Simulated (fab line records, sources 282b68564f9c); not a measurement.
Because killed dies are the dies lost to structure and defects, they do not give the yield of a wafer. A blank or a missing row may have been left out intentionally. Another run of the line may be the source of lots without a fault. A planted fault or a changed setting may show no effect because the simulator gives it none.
fab line records	flow rit-cmos
[record] lots = 7	wafers = 21	last-day = 7
route steps=202 shown NLDD@113 PLDD@114 SPACER@125 NSD@131 PSD@142 SDANNEAL@153 M1@202
lots with no fault: from the same line, run without faults
start-h: the number of hours between the record's first day and the start of the first shown wafer of the lot	wait-h: hours from the lot's prior step to this one	" identical to the entry in the row above	L1.1+2: a row that stands for several wafers	- either no value or no given start	* or withheld: withheld	< > ~ a bound
route shown NAME@n: a module of which the file shows steps, and the number in the route of the first	usual: the fault-free wafers' mean and standard deviation	same: alike in all rows	chamber/n: place in a boat	sites: readings site by site	_std_site: how widely they spread, as a standard deviation	_edge_site: the outer-site mean with the inner-site mean subtracted	radius-mm: for every site, how far away it sits from the centre of the wafer	mask NAME#n: copy n	behind: tool/chamber where the wafer was last shaped	hold: cause of the lot's hold/its duration in hours/its outcome	device: which transistor (n, p or np) failed to switch	end of line: tests run on the same wafers once the route is complete	a step given without rows: its recipe and nothing more	killed: the dies lost at the first sort to structure and to defects; this is not the yield of the wafer	map: shows each die of a wafer: x if killed, . if not, _ if none is there
set.NAME: setting as actually run; set.NAME@STEP: the setting as run at that earlier step	model.NAME: the simulator's own value behind a step, which no gauge read
lots seen at some steps along the route; tables by step, rows by wafer
services: from which hour (start-h, from the record's first day; less than 0 if before it) a tool's chamber was out of use, for how many hours, and why
[[steps]]
[step RIT_NLDD_TW_MEAS_10]
[usual] NLDD_TW = 2500/19
lot.wafer	tool	chamber	start-h	wait-h	NLDD_TW
L847.1	film-metro-04	-	47.70	0.1	2526
L847.5	"	-	"	"	2508
L847.6	"	-	"	"	2515
L850.2	film-metro-01	-	61.04	0.1	2467
L850.4	"	-	"	"	2469
L850.5	"	-	"	"	2466
L854.1	film-metro-01	-	82.69	0.1	2470
L854.2	"	-	"	"	2476
L854.5	"	-	"	"	2483
L856.1	film-metro-03	-	92.14	0.1	2535
L856.3	"	-	"	"	2517
L856.6	"	-	"	"	2523
L857.2	film-metro-01	-	96.72	0.1	2484
L857.5	"	-	"	"	2472
L857.6	"	-	"	"	2486
L864.2	film-metro-01	-	131.37	0.1	2480
L864.3	"	-	"	"	2499
L864.5	"	-	"	"	2489
L866.1	film-metro-04	-	146.41	0.1	2509
L866.2	"	-	"	"	2534
L866.3	"	-	"	"	2515
[step RIT_PLDD_HMDS_00]
[recipe] prime-time-s = 60	prime-temp-c = 140
[step RIT_PLDD_COAT_01]
[recipe] resist = NOVOLAK	spin-rpm = 3250	resist-thk-nm = 1000
[step RIT_PLDD_SOFTBAKE_02]
[recipe] resist = NOVOLAK	temp-c = 90	time-s = 60
[step RIT_PLDD_EXPOSE_03]
[recipe] mask-id = M8	na = 0.57	target-cd-nm = 40900	dose-mj = 250
[step RIT_PLDD_PEB_04]
[recipe] resist = NOVOLAK	temp-c = withheld	time-s = withheld
[step RIT_PLDD_DEVELOP_05]
[recipe] resist = NOVOLAK	develop-time-s = 50	dev-temp-c = 23
[step RIT_PLDD_OVL_MEAS_06]
[usual] PLDD_OVL = -1.6/1.6
lot.wafer	tool	chamber	start-h	wait-h	PLDD_OVL[nm]
L847.1	overlay-01	-	48.67	-	-2.7
L847.5	"	-	"	"	-3.4
L847.6	"	-	"	"	-3.4
L850.2	overlay-02	-	61.95	-	-4.7
L850.4	"	-	"	"	-1.0
L850.5	"	-	"	"	-2.7
L854.1	overlay-01	-	83.60	-	-2.5
L854.2	"	-	"	"	-2.0
L854.5	"	-	"	"	-2.8
L856.1	overlay-02	-	93.17	-	0.1
L856.3	"	-	"	"	0.5
L856.6	"	-	"	"	-1.6
L857.2	overlay-01	-	97.63	-	0.3
L857.5	"	-	"	"	-2.5
L857.6	"	-	"	"	0.2
L864.2	overlay-01	-	132.41	-	-3.3
L864.3	"	-	"	"	-2.8
L864.5	"	-	"	"	-1.3
L866.1	overlay-01	-	147.44	-	-3.0
L866.2	"	-	"	"	-2.2
L866.3	"	-	"	"	-1.7
[step RIT_PLDD_HARDBAKE_07]
[recipe] resist = NOVOLAK	temp-c = 140	time-s = 60
[step RIT_PLDD_IMPLANT_08]
[recipe] species = BF2	energy-kev = 20	dose-cm2 = 9e+14	tilt-deg = 7
[step RIT_PLDD_STRIP_09]
[recipe] chemistry = O2	time-s = 180	resist = NOVOLAK	platen-temp-c = withheld	power-w = 500	pressure-mtorr = 4000	o2-flow-sccm = 4000
[usual] drypump-motor-current-A = 5.5/0.56
lot.wafer	tool	chamber	start-h	wait-h	drypump-motor-current-A	rf-hours-counter-h
L847.1	plasma-asher-01	0	49.01	0.1	5.7	25
L847.5	"	1	"	"	4.9	-
L847.6	"	0	"	"	5.7	-
L850.2	plasma-asher-03	0	62.28	0.1	4.8	39
L850.4	"	0	"	"	4.9	-
L850.5	"	0	"	"	4.9	-
L854.1	plasma-asher-03	0	83.94	0.1	4.9	41
L854.2	"	1	"	"	5.9	41
L854.5	"	1	"	"	5.9	-
L856.1	plasma-asher-03	0	93.51	0.1	4.9	42
L856.3	"	1	"	"	5.9	-
L856.6	"	0	"	"	4.9	-
L857.2	plasma-asher-01	0	97.96	0.1	5.8	30
L857.5	"	1	"	"	4.9	-
L857.6	"	0	"	"	5.8	-
L864.2	plasma-asher-04	0	132.94	0.1	6.3	52
L864.3	"	0	"	"	6.3	-
L864.5	"	1	"	"	6.3	-
L866.1	plasma-asher-03	1	147.78	0.1	5.9	48
L866.2	"	0	"	"	4.9	48
L866.3	"	1	"	"	5.9	-
[step RIT_PLDD_TW_MEAS_10]
[usual] PLDD_TW = 2362/16
lot.wafer	tool	chamber	start-h	wait-h	PLDD_TW
L847.1	film-metro-04	-	49.18	0.1	2378
L847.5	"	-	"	"	2383
L847.6	"	-	"	"	2378
L850.2	film-metro-01	-	62.46	0.1	2327
L850.4	"	-	"	"	2316
L850.5	"	-	"	"	2317
L854.1	film-metro-03	-	84.11	0.1	2371
L854.2	"	-	"	"	2361
L854.5	"	-	"	"	2366
L856.1	film-metro-04	-	93.68	0.1	2356
L856.3	"	-	"	"	2357
L856.6	"	-	"	"	2360
L857.2	film-metro-04	-	98.14	0.1	2360
L857.5	"	-	"	"	2357
L857.6	"	-	"	"	2363
L864.2	film-metro-01	-	133.13	0.1	2332
L864.3	"	-	"	"	2354
L864.5	"	-	"	"	2337
L866.1	film-metro-01	-	147.95	0.1	2339
L866.2	"	-	"	"	2342
L866.3	"	-	"	"	2345
[step RIT_SPACER_CLEAN_00]
[recipe] chemistry = SC1	mix = 3:3:50	time-s = 600	temp-c = 75
lot.wafer	tool	chamber	start-h	wait-h
L847.1+5+6	wet-bench-03	0	49.24	0.1
L850.2+4+5	wet-bench-01	0	62.51	0.0
L854.1+2+5	wet-bench-03	3	84.17	0.1
L856.1+3+6	wet-bench-03	3	93.74	0.1
L857.2+5+6	wet-bench-03	0	98.19	0.0
L864.2+3+5	wet-bench-04	1	133.18	0.0
L866.1+2+3	wet-bench-04	3	148.01	0.1
[step RIT_SPACER_CLEAN_01]
[recipe] chemistry = dHF	dilution = 50:1	time-s = 30
[step RIT_SPACER_CLEAN_02]
[recipe] chemistry = SC2	mix = 3:3:50	time-s = 600	temp-c = 75	dry = n2-spin
[step RIT_SPACER_CVD_03]
[recipe] material = Si3N4	target-thk-nm = 250	temp-c = 810	precursor = SiH2Cl2/NH3	time-s = 3300	pressure-mtorr = 300	sih2cl2-flow-sccm = 60	nh3-flow-sccm = 150
[step RIT_SPACER_THK_MEAS_04]
[recipe] reads = Si3N4_of_SPACER_CVD_03
[usual] SPACER_NITRIDE_THK = 247.8/2.6
lot.wafer	tool	chamber	start-h	wait-h	SPACER_NITRIDE_THK[nm]
L847.1	film-metro-04	-	51.56	0.0	249.0
L847.5	"	-	"	"	246.6
L847.6	"	-	"	"	247.1
L850.2	film-metro-02	-	64.84	0.0	245.0
L850.4	"	-	"	"	245.2
L850.5	"	-	"	"	244.6
L854.1	film-metro-04	-	86.45	0.0	245.0
L854.2	"	-	"	"	245.3
L854.5	"	-	"	"	244.9
L856.1	film-metro-02	-	96.98	0.0	246.9
L856.3	"	-	"	"	247.9
L856.6	"	-	"	"	247.3
L857.2	film-metro-04	-	100.48	0.0	250.9
L857.5	"	-	"	"	251.1
L857.6	"	-	"	"	251.9
L864.2	film-metro-04	-	135.47	0.0	247.2
L864.3	"	-	"	"	248.3
L864.5	"	-	"	"	247.3
L866.1	film-metro-02	-	150.31	0.0	246.5
L866.2	"	-	"	"	243.8
L866.3	"	-	"	"	246.5
[step RIT_SPACER_ETCHBACK_05]
[recipe] target-depth-a = 2500	SF6_flow_sccm = 30	CHF3_flow_sccm = 30	target = Si3N4	chemistry = SF6/CHF3	pressure-mtorr = 40	rf-w = 250	time-s = 240	stop-on = SiO2
[usual] drypump-motor-current-A = 5.7/0.34	oes-product-au = 0.839/0.018	throttle-valve-pct = 10.34/0.2
lot.wafer	tool	chamber	start-h	wait-h	drypump-motor-current-A	oes-product-au	rf-hours-counter-h	throttle-valve-pct
L847.1	rie-diel-01	3	51.62	0.1	6.2	0.846	2	10.04
L847.5	"	1	"	"	5.6	0.835	-	10.56
L847.6	"	0	"	"	5.6	0.874	-	10.55
L850.2	rie-diel-02	2	64.89	0.0	5.7	0.843	112	10.05
L850.4	"	3	"	"	5.2	0.805	116	10.57
L850.5	"	3	"	"	5.3	0.811	-	10.57
L854.1	rie-diel-02	0	86.51	0.1	5.8	0.812	140	10.30
L854.2	"	1	"	"	5.1	0.825	27	10.27
L854.5	"	0	"	"	5.8	0.808	-	10.31
L856.1	rie-diel-04	2	97.04	0.1	5.6	0.826	13	10.37
L856.3	"	3	"	"	5.8	0.827	43	10.04
L856.6	"	0	"	"	6.3	0.850	-	10.41
L857.2	rie-diel-01	0	100.53	0.0	5.6	0.878	5	10.54
L857.5	"	3	"	"	6.2	0.847	-	10.06
L857.6	"	0	"	"	5.6	0.878	-	10.56
L864.2	rie-diel-02	0	135.52	0.0	5.9	0.815	141	10.29
L864.3	"	2	"	"	5.6	0.842	114	10.05
L864.5	"	2	"	"	5.6	0.835	-	10.05
L866.1	rie-diel-01	0	150.37	0.1	5.6	0.857	6	10.56
L866.2	"	1	"	"	5.6	0.826	87	10.55
L866.3	"	3	"	"	6.2	0.838	4	10.05
[step RIT_NSD_HMDS_00]
[recipe] prime-time-s = 60	prime-temp-c = 140
[step RIT_NSD_COAT_01]
[recipe] resist = NOVOLAK	spin-rpm = 3250	resist-thk-nm = 1000
[step RIT_NSD_SOFTBAKE_02]
[recipe] resist = NOVOLAK	temp-c = 90	time-s = 60
[step RIT_NSD_EXPOSE_03]
[recipe] mask-id = M9	na = 0.57	target-cd-nm = 40700	dose-mj = 250
[step RIT_NSD_PEB_04]
[recipe] resist = NOVOLAK	temp-c = withheld	time-s = withheld
[step RIT_NSD_DEVELOP_05]
[recipe] resist = NOVOLAK	develop-time-s = 50	dev-temp-c = 23
[step RIT_NSD_OVL_MEAS_06]
[usual] NSD_OVL = -1.0/1.3
lot.wafer	tool	chamber	start-h	wait-h	NSD_OVL[nm]
L847.1	overlay-01	-	52.74	-	-2.6
L847.5	"	-	"	"	-1.4
L847.6	"	-	"	"	-1.6
L850.2	overlay-01	-	65.90	-	-3.0
L850.4	"	-	"	"	-1.2
L850.5	"	-	"	"	-0.9
L854.1	overlay-01	-	87.60	-	-0.2
L854.2	"	-	"	"	0.1
L854.5	"	-	"	"	-0.2
L856.1	overlay-02	-	98.17	-	-0.6
L856.3	"	-	"	"	0.2
L856.6	"	-	"	"	0.0
L857.2	overlay-01	-	101.67	-	-2.6
L857.5	"	-	"	"	-1.0
L857.6	"	-	"	"	-2.6
L864.2	overlay-02	-	136.53	-	-1.9
L864.3	"	-	"	"	-1.3
L864.5	"	-	"	"	-1.9
L866.1	overlay-01	-	151.37	-	-2.9
L866.2	"	-	"	"	-2.8
L866.3	"	-	"	"	-2.6
[step RIT_NSD_HARDBAKE_07]
[recipe] resist = NOVOLAK	temp-c = 140	time-s = 60
[step RIT_NSD_IMPLANT_08]
[recipe] species = P	energy-kev = 25	dose-cm2 = 1e+15	tilt-deg = 7
[step RIT_NSD_STRIP_09]
[recipe] chemistry = O2	time-s = 180	resist = NOVOLAK	platen-temp-c = withheld	power-w = 500	pressure-mtorr = 4000	o2-flow-sccm = 4000
[usual] drypump-motor-current-A = 5.4/0.4
lot.wafer	tool	chamber	start-h	wait-h	drypump-motor-current-A	rf-hours-counter-h
L847.1	plasma-asher-03	1	53.08	0.1	5.9	38
L847.5	"	1	"	"	5.9	-
L847.6	"	0	"	"	4.9	-
L850.2	plasma-asher-01	1	66.23	0.1	4.9	27
L850.4	"	1	"	"	4.9	-
L850.5	"	1	"	"	4.9	-
L854.1	plasma-asher-02	1	87.93	0.1	5.5	45
L854.2	"	0	"	"	5.4	45
L854.5	"	0	"	"	5.4	-
L856.1	plasma-asher-03	1	98.50	0.1	5.9	43
L856.3	"	1	"	"	5.9	-
L856.6	"	0	"	"	4.9	-
L857.2	plasma-asher-03	1	102.00	0.1	5.9	43
L857.5	"	0	"	"	4.9	-
L857.6	"	1	"	"	5.9	-
L864.2	plasma-asher-02	0	136.87	0.1	5.4	2
L864.3	"	1	"	"	5.5	-
L864.5	"	0	"	"	5.4	-
L866.1	plasma-asher-01	1	151.71	0.1	4.9	36
L866.2	"	0	"	"	5.8	36
L866.3	"	1	"	"	4.9	-
[step RIT_NSD_TW_MEAS_10]
[usual] NSD_TW = 3135/24
lot.wafer	tool	chamber	start-h	wait-h	NSD_TW
L847.1	film-metro-04	-	53.25	0.1	3142
L847.5	"	-	"	"	3150
L847.6	"	-	"	"	3172
L850.2	film-metro-04	-	66.41	0.1	3146
L850.4	"	-	"	"	3156
L850.5	"	-	"	"	3166
L854.1	film-metro-01	-	88.11	0.1	3111
L854.2	"	-	"	"	3109
L854.5	"	-	"	"	3100
L856.1	film-metro-03	-	98.68	0.1	3150
L856.3	"	-	"	"	3155
L856.6	"	-	"	"	3169
L857.2	film-metro-03	-	102.18	0.1	3159
L857.5	"	-	"	"	3159
L857.6	"	-	"	"	3156
L864.2	film-metro-03	-	137.06	0.1	3163
L864.3	"	-	"	"	3143
L864.5	"	-	"	"	3133
L866.1	film-metro-03	-	151.88	0.1	3162
L866.2	"	-	"	"	3142
L866.3	"	-	"	"	3128
[step RIT_PSD_HMDS_00]
[recipe] prime-time-s = 60	prime-temp-c = 140
[step RIT_PSD_COAT_01]
[recipe] resist = NOVOLAK	spin-rpm = 3250	resist-thk-nm = 1000
[step RIT_PSD_SOFTBAKE_02]
[recipe] resist = NOVOLAK	temp-c = 90	time-s = 60
[step RIT_PSD_EXPOSE_03]
[recipe] mask-id = M10	na = 0.57	target-cd-nm = 40900	dose-mj = 250
[step RIT_PSD_PEB_04]
[recipe] resist = NOVOLAK	temp-c = withheld	time-s = withheld
[step RIT_PSD_DEVELOP_05]
[recipe] resist = NOVOLAK	develop-time-s = 50	dev-temp-c = 23
[step RIT_PSD_OVL_MEAS_06]
[usual] PSD_OVL = -0.9/1.2
lot.wafer	tool	chamber	start-h	wait-h	PSD_OVL[nm]
L847.1	overlay-01	-	54.16	-	-2.0
L847.5	"	-	"	"	-2.0
L847.6	"	-	"	"	-1.1
L850.2	overlay-01	-	67.46	-	-1.7
L850.4	"	-	"	"	-1.6
L850.5	"	-	"	"	-0.8
L854.1	overlay-01	-	89.14	-	0.8
L854.2	"	-	"	"	-1.0
L854.5	"	-	"	"	-0.5
L856.1	overlay-02	-	99.71	-	0.3
L856.3	"	-	"	"	-0.2
L856.6	"	-	"	"	-0.5
L857.2	overlay-02	-	103.09	-	-0.8
L857.5	"	-	"	"	0.0
L857.6	"	-	"	"	-0.8
L864.2	overlay-01	-	138.09	-	1.4
L864.3	"	-	"	"	0.1
L864.5	"	-	"	"	-1.0
L866.1	overlay-02	-	152.93	-	2.0
L866.2	"	-	"	"	1.1
L866.3	"	-	"	"	1.6
[step RIT_PSD_HARDBAKE_07]
[recipe] resist = NOVOLAK	temp-c = 140	time-s = 60
[step RIT_PSD_IMPLANT_08]
[recipe] species = BF2	energy-kev = 27	dose-cm2 = 5e+15	tilt-deg = 7
[step RIT_PSD_STRIP_09]
[recipe] chemistry = O2	time-s = 180	resist = NOVOLAK	platen-temp-c = withheld	power-w = 500	pressure-mtorr = 4000	o2-flow-sccm = 4000
[usual] drypump-motor-current-A = 5.6/0.51
lot.wafer	tool	chamber	start-h	wait-h	drypump-motor-current-A	rf-hours-counter-h
L847.1	plasma-asher-02	1	54.50	0.1	5.5	41
L847.5	"	0	"	"	5.4	-
L847.6	"	1	"	"	5.5	-
L850.2	plasma-asher-03	0	67.79	0.1	4.9	40
L850.4	"	1	"	"	5.9	-
L850.5	"	0	"	"	4.9	-
L854.1	plasma-asher-03	1	89.48	0.1	5.9	42
L854.2	"	0	"	"	4.9	42
L854.5	"	1	"	"	5.9	-
L856.1	plasma-asher-03	0	100.05	0.1	4.9	43
L856.3	"	1	"	"	5.9	-
L856.6	"	1	"	"	5.9	-
L857.2	plasma-asher-03	0	103.42	0.1	4.9	43
L857.5	"	1	"	"	5.9	-
L857.6	"	0	"	"	4.9	-
L864.2	plasma-asher-03	1	138.42	0.1	5.9	48
L864.3	"	1	"	"	5.9	-
L864.5	"	0	"	"	4.9	-
L866.1	plasma-asher-03	1	153.26	0.1	5.9	49
L866.2	"	0	"	"	4.9	49
L866.3	"	0	"	"	4.9	-
[step RIT_PSD_TW_MEAS_10]
[usual] PSD_TW = 3439/28
lot.wafer	tool	chamber	start-h	wait-h	PSD_TW
L847.1	film-metro-01	-	54.67	0.1	3384
L847.5	"	-	"	"	3407
L847.6	"	-	"	"	3415
L850.2	film-metro-01	-	67.98	0.1	3409
L850.4	"	-	"	"	3382
L850.5	"	-	"	"	3386
L854.1	film-metro-01	-	89.66	0.1	3417
L854.2	"	-	"	"	3383
L854.5	"	-	"	"	3422
L856.1	film-metro-03	-	100.23	0.1	3495
L856.3	"	-	"	"	3478
L856.6	"	-	"	"	3459
L857.2	film-metro-04	-	103.60	0.1	3430
L857.5	"	-	"	"	3441
L857.6	"	-	"	"	3433
L864.2	film-metro-04	-	138.61	0.1	3458
L864.3	"	-	"	"	3449
L864.5	"	-	"	"	3447
L866.1	film-metro-03	-	153.44	0.1	3472
L866.2	"	-	"	"	3475
L866.3	"	-	"	"	3468
[step RIT_SDANNEAL_CLEAN_00]
[recipe] chemistry = SC1	mix = 3:3:50	time-s = 600	temp-c = 75
[step RIT_SDANNEAL_CLEAN_01]
[recipe] chemistry = dHF	dilution = 50:1	time-s = 30
[step RIT_M1_PROBE_99]
[usual] killed-at-contacts = 0.0/0.16	killed-at-front-end = 7/3	killed-dies = 7/3	killed-open = 3.5/2	killed-short = 3.6/2.1
[same] gross-dies = 264	killed_at_M0_to_M3 = 0	killed_at_M4_up = 0	killed-at-back-side = 0	killed-at-other = 0
lot.wafer	tool	chamber	start-h	wait-h	killed-at-contacts	killed-at-front-end	killed-dies	killed-open	killed-short
L847.1	prober-02	-	62.53	0.1	0	11	11	6	5
L847.5	prober-02	-	62.73	0.2	0	3	3	2	1
L847.6	prober-02	-	62.78	0.2	0	7	7	4	3
L850.2	prober-01	-	76.02	0.1	0	11	11	5	6
L850.4	prober-01	-	76.12	0.2	0	8	8	1	7
L850.5	prober-01	-	76.17	0.2	0	12	12	5	7
L854.1	prober-01	-	99.44	0.1	0	42	42	3	9
L854.2	prober-01	-	99.49	0.1	0	41	41	4	7
L854.5	prober-01	-	99.64	0.2	1	38	39	8	4
L856.1	prober-01	-	108.14	0.1	0	38	38	4	1
L856.3	prober-01	-	108.24	0.2	0	38	38	5	1
L856.6	prober-01	-	108.39	0.2	0	39	39	4	6
L857.2	prober-02	-	113.80	0.1	0	37	37	2	6
L857.5	prober-02	-	113.95	0.2	0	41	41	5	2
L857.6	prober-02	-	114.00	0.2	0	41	41	4	6
L864.2	prober-02	-	147.97	0.1	0	4	4	2	2
L864.3	prober-02	-	148.02	0.2	0	3	3	1	2
L864.5	prober-02	-	148.12	0.2	0	4	4	1	3
L866.1	prober-02	-	161.43	0.1	0	8	8	3	5
L866.2	prober-02	-	161.48	0.1	0	4	4	2	2
L866.3	prober-02	-	161.53	0.2	0	10	10	4	6
// killed by level:class
L847.1 GATE:geometric-particle:open=4 FOX1:geometric-particle:short=3 REOX:geometric-particle:open=2 REOX:geometric-particle:short=1 SILICIDE:geometric-particle:short=1
L847.5 GATE:geometric-particle:open=2 REOX:geometric-particle:short=1
L847.6 FOX2:geometric-particle:short=2 GATE:geometric-particle:open=2 FOX1:geometric-particle:open=1 FOX2:geometric-particle:open=1 GATE:geometric-particle:short=1
L850.2 REOX:geometric-particle:short=3 GATE:geometric-particle:open=2 FOX1:geometric-particle:open=1 FOX1:geometric-particle:short=1 GATE:geometric-particle:short=1 REOX:geometric-particle:open=1 SPACER:geometric-particle:short=1 SILICIDE:geometric-particle:open=1
L850.4 FOX2:geometric-particle:short=3 SILICIDE:geometric-particle:short=2 FOX2:geometric-particle:open=1 GATE:geometric-particle:short=1 SPACER:geometric-particle:short=1
L850.5 GATE:geometric-particle:short=4 GATE:geometric-particle:open=2 REOX:geometric-particle:short=2 REOX:geometric-particle:open=2 FOX2:geometric-particle:open=1 SILICIDE:geometric-particle:short=1
L854.1 SPACER:unspecified=30 GATE:geometric-particle:short=5 SPACER:geometric-particle:short=2 FOX1:geometric-particle:short=1 FOX2:geometric-particle:open=1 FOX2:geometric-particle:short=1 REOX:geometric-particle:open=1 SPACER:geometric-particle:open=1
L854.2 SPACER:unspecified=30 GATE:geometric-particle:short=4 GATE:geometric-particle:open=2 FOX1:geometric-particle:short=1 FOX2:geometric-particle:short=1 REOX:geometric-particle:open=1 SPACER:geometric-particle:open=1 SPACER:geometric-particle:short=1
L854.5 SPACER:unspecified=27 FOX2:geometric-particle:short=2 FOX2:geometric-particle:open=2 GATE:geometric-particle:open=2 SPACER:geometric-particle:open=2 FOX1:geometric-particle:open=1 GATE:geometric-particle:short=1 SPACER:geometric-particle:short=1
L856.1 SPACER:unspecified=33 GATE:geometric-particle:open=3 FOX1:geometric-particle:short=1 SILICIDE:geometric-particle:open=1
L856.3 SPACER:unspecified=32 GATE:geometric-particle:open=3 REOX:geometric-particle:open=2 FOX1:geometric-particle:short=1
L856.6 SPACER:unspecified=29 GATE:geometric-particle:short=4 GATE:geometric-particle:open=3 FOX1:geometric-particle:open=1 FOX1:geometric-particle:short=1 SILICIDE:geometric-particle:short=1
L857.2 SPACER:unspecified=29 GATE:geometric-particle:short=5 FOX2:geometric-particle:short=1 FOX2:geometric-particle:open=1 GATE:geometric-particle:open=1
L857.5 SPACER:unspecified=34 FOX2:geometric-particle:open=2 GATE:geometric-particle:short=2 REOX:geometric-particle:open=2 FOX1:geometric-particle:open=1
L857.6 SPACER:unspecified=31 GATE:geometric-particle:short=3 FOX1:geometric-particle:short=2 GATE:geometric-particle:open=1 REOX:geometric-particle:open=1 SPACER:geometric-particle:open=1 SILICIDE:geometric-particle:open=1 SILICIDE:geometric-particle:short=1
L864.2 FOX2:geometric-particle:open=1 GATE:geometric-particle:open=1 GATE:geometric-particle:short=1 SILICIDE:geometric-particle:short=1
L864.3 GATE:geometric-particle:short=1 GATE:geometric-particle:open=1 SILICIDE:geometric-particle:short=1
L864.5 SILICIDE:geometric-particle:short=2 GATE:geometric-particle:open=1 GATE:geometric-particle:short=1
L866.1 FOX2:geometric-particle:short=2 GATE:geometric-particle:short=2 SPACER:geometric-particle:open=2 SILICIDE:geometric-particle:open=1 SILICIDE:geometric-particle:short=1
L866.2 FOX1:geometric-particle:open=1 GATE:geometric-particle:open=1 GATE:geometric-particle:short=1 SILICIDE:geometric-particle:short=1
L866.3 GATE:geometric-particle:short=2 SPACER:geometric-particle:open=2 SILICIDE:geometric-particle:short=2 ACTIVE:geometric-particle:short=1 GATE:geometric-particle:open=1 REOX:geometric-particle:open=1 REOX:geometric-particle:short=1
// map L854.1 (x killed, . not)
________.x....._______
_____.............____
____.....x.........___
___.................__
__.x.x..........x.x.._
__..................._
_......x...x..........
_...........xx........
_............x........
_..........x.x.x......
__.......xx.xxxx.x..._
__........xxxxxxx...._
___.......xxxxxxx...__
____.......xxxx.x..___
_____........xx...____
________......._______
// map L856.6 (x killed, . not)
________......._______
_____.............____
____......x........___
___.................__
__.x................._
__.........x.......x._
_.....................
_x....................
_.......x.............
_...........x.x.......
__.........xxxxxx...._
__....x...xxxxxxxx..._
___........xxxxxxx.x__
____.......xxxx.x..___
_____......x.x....____
________...x..._______
[[services]]
tool	chamber	start-h	hours	kind
rie-diel-02	-	37.16	0.4	repair
rie-diel-04	-	67.93	1.0	repair
rie-diel-04	-	73.75	15.6	pm
rie-diel-01	3	85.81	8.4	repair
rie-diel-02	1	97.48	7.5	repair
plasma-asher-01	-	98.37	0.4	repair
plasma-asher-01	-	103.03	2.8	pm
rie-diel-02	1	105.38	5.0	repair
plasma-asher-02	-	108.75	9.0	pm
plasma-asher-02	0	108.75	9.0	vent-cycle
plasma-asher-02	1	108.75	9.0	vent-cycle
plasma-asher-02	0	117.75	-	clean
plasma-asher-02	1	117.75	-	clean
rie-diel-02	3	124.14	9.1	repair
plasma-asher-04	-	125.04	2.2	repair
rie-diel-01	2	144.34	9.7	repair
[[key]]
[first-sign] step = RIT_M1_PROBE_99	reading = killed-dies	direction = up	sigmas = 11	usual = 7	struck = 40
[effect] step = RIT_M1_PROBE_99	reading = killed-at-front-end	direction = up	sigmas = 11	usual = 7	struck = 39
met-at RIT_SPACER_CLEAN_00
struck-wafers L854.1,L854.2,L854.5,L856.1,L856.3,L856.6,L857.2,L857.5,L857.6
tester-left-out L854,L856,L857
onset-between 49.24 84.17
[fault] kind = chamber-particle-source	tool = wet-bench-03	chamber = -	onset-h = 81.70	steps = RIT_SPACER_CLEAN_00	rate-per-visit-cm2 = 0.90165	end-h = 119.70
// tester-left-out: of these lots the tester's yield and bins aren't shown, on N5 and GAA mostly nor the transistor test; their killed dies are dies lost to structure and defects alone, not to doping, threshold or leakage, so they don't give the yield
